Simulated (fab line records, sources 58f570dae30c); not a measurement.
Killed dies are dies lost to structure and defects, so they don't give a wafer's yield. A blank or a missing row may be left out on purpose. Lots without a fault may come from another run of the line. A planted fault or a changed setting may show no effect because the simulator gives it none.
One fault seen from 2 desks | flow berkeley_cmos170 | each desk has only its own numbers; what lay behind them comes last

THE METROLOGY DESK
What the gauges read, lot by lot, whatever tool the lot ran on: means of the sampled wafers that have a number. A lot is out of limits, marked OUT, if its mean lies more than 4 standard deviations from the usual mean; the brackets give that distance.
Columns: A = V2_BOW at UCB170_V2_BOW_MEAS_03, usual 37 um; B = cd_nm at UCB170_M3_CD_MEAS_15, usual 699.9 nm
lot  | first seen here | A  | B
L262 | day 7 10:33     | 43 | 698.8
L263 | day 7 16:18     | 29 | 701.0
L264 | day 7 16:42     | 30 | 699.1
L267 | day 9 01:28     | 44 | 698.8
L269 | day 9 01:44     | 40 | 699.5
L270 | day 9 05:08     | 36 | 699.3
L271 | day 9 05:25     | 34 | 700.2
L273 | day 9 22:39     | 39 | 700.7
L277 | day 10 17:06    | 39 | 698.9
L278 | day 10 23:14    | 44 | 699.6
L280 | day 11 03:49    | 33 | 699.4
L282 | day 11 14:32    | 28 | 701.2
L285 | day 12 12:16    | 43 | 698.6
This desk's finding: nothing out of limits on any of the 13 lots.

THE TOOL OWNER'S DESK: litho_track-04
The tool's own readings at UCB170_M3_SOFTBAKE_11 (time 60 s): means of the sampled wafers that have a number, for each lot that ran on this tool. A lot is out of limits, marked OUT, if its mean lies more than 4 standard deviations from the usual mean; the brackets give that distance.
Columns: A = chill_plate_temp_C at UCB170_M3_SOFTBAKE_11, usual 23.01 C; B = exhaust_pa at UCB170_M3_SOFTBAKE_11, usual 45.0 Pa; C = plate_temp_C at UCB170_M3_SOFTBAKE_11, usual 130.00 C; D = run_length_s at UCB170_M3_SOFTBAKE_11, usual 89.06 s
lot  | first seen here | A     | B    | C      | D
L263 | day 7 20:00     | 23.13 | 45.2 | 129.91 | 89.14
L270 | day 9 09:00     | 22.95 | 44.2 | 130.18 | 89.14
L273 | day 10 02:00    | 23.04 | 45.5 | 129.98 | 89.19
L277 | day 10 20:00    | 22.99 | 45.1 | 129.91 | 90.70 (+9.1) OUT
This desk's finding: out of limits on L277; first on L277, day 10 20:00 (run_length_s at UCB170_M3_SOFTBAKE_11). In limits: L263, L270, L273.

PUT TOGETHER
The tool owner's desk could have raised an alarm at day 10 20:00, on L277.
The metrology desk saw nothing out of limits.
The metrology desk has L277 on record, within its limits.
Of the lots named, all ran UCB170_M3_SOFTBAKE_11 on litho_track-04.

WHAT THE SIMULATOR HAD PUT IN
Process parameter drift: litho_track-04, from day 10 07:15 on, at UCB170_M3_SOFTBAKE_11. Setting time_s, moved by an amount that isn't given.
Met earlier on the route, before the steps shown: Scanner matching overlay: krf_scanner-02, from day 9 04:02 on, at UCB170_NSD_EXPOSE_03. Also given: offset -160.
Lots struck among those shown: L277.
Hours from the fault's start to each desk's first reading out of limits: the tool owner's desk, 13.
